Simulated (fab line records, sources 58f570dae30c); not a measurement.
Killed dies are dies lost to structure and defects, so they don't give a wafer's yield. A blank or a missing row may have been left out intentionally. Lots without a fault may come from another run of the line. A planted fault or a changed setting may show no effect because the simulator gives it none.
Chamber matching	flow berkeley-cmos170	UCB170_M3_ETCH_17 on rie-diel-01: 4 sister chambers
The step etches BARC in N2/H2. 4 wafers are shown with their chamber, then 7 later ones without.

WAFERS PAIRED WITH THEIR CHAMBERS
wafer	chamber	drypump-motor-current-A (A)
L102.3	1	5.1
L103.4	0	5.9
L108.3	3	6.0
L108.4	2	6.4

WAFERS MISSING THEIR CHAMBER
wafer	drypump-motor-current-A (A)
L108.5	5.1
L114.3	6.1
L114.4	5.1
L114.5	5.9
L117.4	6.0
L117.5	5.9
L117.6	5.0

CHAMBER TAKEN BY EACH
wafer	from the rows above	in truth
L108.5	1	1
L114.3	can't be placed: 3 or 0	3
L114.4	1	1
L114.5	can't be placed: 0 or 3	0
L117.4	can't be placed: 3 or 0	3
L117.5	can't be placed: 0 or 3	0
L117.6	1	1
Placed correctly: 3 of 7. Unplaceable from these rows: 4, with the true chamber sitting among the candidates in 4. Placed wrongly: 0.
How it was worked out, from the rows above alone: a wafer's distance from a chamber is the root of the sum, over the readings, of the square of ((its reading less the chamber's mean) divided by the reading's scatter). The wafer belongs to the nearest chamber; if the next one is less than 2 further off, it can't be placed. Each chamber's mean is taken over the wafers shown for it. The scatter: with one shown wafer a chamber, the root of the mean of the squares of how far each hidden wafer lies from its nearest shown one.
